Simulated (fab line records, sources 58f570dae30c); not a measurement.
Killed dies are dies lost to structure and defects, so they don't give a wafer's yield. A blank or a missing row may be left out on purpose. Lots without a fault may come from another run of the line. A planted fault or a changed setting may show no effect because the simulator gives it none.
One fault seen from 2 desks | flow berkeley_cmos170 | each desk has only its own numbers; what lay behind them comes last

THE TOOL OWNER'S DESK: lpcvd-02
The tool's own readings at UCB170_ACTIVE_CVD_05 (deposits Si3N4 from SiH2Cl2/NH3, target thk 220 nm, time 3300 s): means of the sampled wafers that have a number, for each lot that ran on this tool. A lot is out of limits, marked OUT, if its mean lies more than 4 standard deviations from the usual mean; the brackets give that distance.
Columns: A = zone_power_load_pct at UCB170_ACTIVE_CVD_05, usual 22.4 %; B = zone_power_source_pct at UCB170_ACTIVE_CVD_05, usual 21.1 %
lot  | first seen here | A    | B
L115 | day 5 05:48     | 21.9 | 22.1
L117 | day 5 12:59     | 22.2 | 22.6
L120 | day 6 07:34     | 21.9 | 22.0
L121 | day 6 07:34     | 21.9 | 21.8
L122 | day 6 07:34     | 21.8 | 21.8
This desk's finding: nothing out of limits on any of the 5 lots.

THE METROLOGY DESK
What the gauges read, lot by lot, whatever tool the lot ran on: means of the sampled wafers that have a number. A lot is out of limits, marked OUT, if its mean lies more than 4 standard deviations from the usual mean; the brackets give that distance.
Columns: A = ACTIVE_NITRIDE_THK at UCB170_ACTIVE_THK_MEAS_06, usual 219.8 nm; B = GATE_OVL at UCB170_GATE_OVL_MEAS_13, usual -2 nm; C = NSD_RS at UCB170_SDANNEAL_RS_MEAS_03, usual 37.11 ohm/sq
lot  | first seen here | A               | B  | C
L113 | day 5 03:37     | 217.7           | -7 | 37.20
L115 | day 5 07:44     | 222.2           | -5 | 37.05
L117 | day 5 14:55     | 221.3           | -1 | 36.93
L120 | day 6 09:29     | 137.8 (-43) OUT | 2  | 37.13
L121 | day 6 09:29     | 136.9 (-44) OUT | -8 | 37.22
L122 | day 6 09:29     | 136.0 (-44) OUT | -2 | 37.12
L123 | day 7 06:37     | 219.2           | 3  | 37.07
L125 | day 7 06:37     | 218.2           | 5  | 37.06
L126 | day 7 06:37     | 220.8           | 1  | 37.08
L124 | day 7 06:41     | 220.5           | -0 | 37.14
L127 | day 7 16:38     | 217.2           | -2 | 37.29
L128 | day 7 16:38     | 219.1           | -6 | 37.06
L129 | day 8 04:16     | 218.9           | 1  | 37.10
L135 | day 9 17:59     | 218.5           | 1  | 36.92
L134 | day 9 18:03     | 216.5           | -9 | 37.04
This desk's finding: out of limits on L120, L121, L122; first on L120, day 6 09:29 (ACTIVE_NITRIDE_THK at UCB170_ACTIVE_THK_MEAS_06). In limits: L113, L115, L117, L123, L125, L126, L124, L127, L128, L129, L135, L134.

PUT TOGETHER
The metrology desk could have raised an alarm at day 6 09:29, on L120, L121, L122.
The tool owner's desk saw nothing out of limits.
The tool owner's desk has L120, L121, L122 on record, within its limits.
Of the lots named, all ran UCB170_ACTIVE_CVD_05 on lpcvd-02.

WHAT THE SIMULATOR HAD PUT IN
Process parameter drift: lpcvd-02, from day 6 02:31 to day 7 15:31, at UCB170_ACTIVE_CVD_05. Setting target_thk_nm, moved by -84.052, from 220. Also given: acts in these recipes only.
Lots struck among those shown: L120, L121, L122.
Hours from the fault's start to each desk's first reading out of limits: the metrology desk, 7.
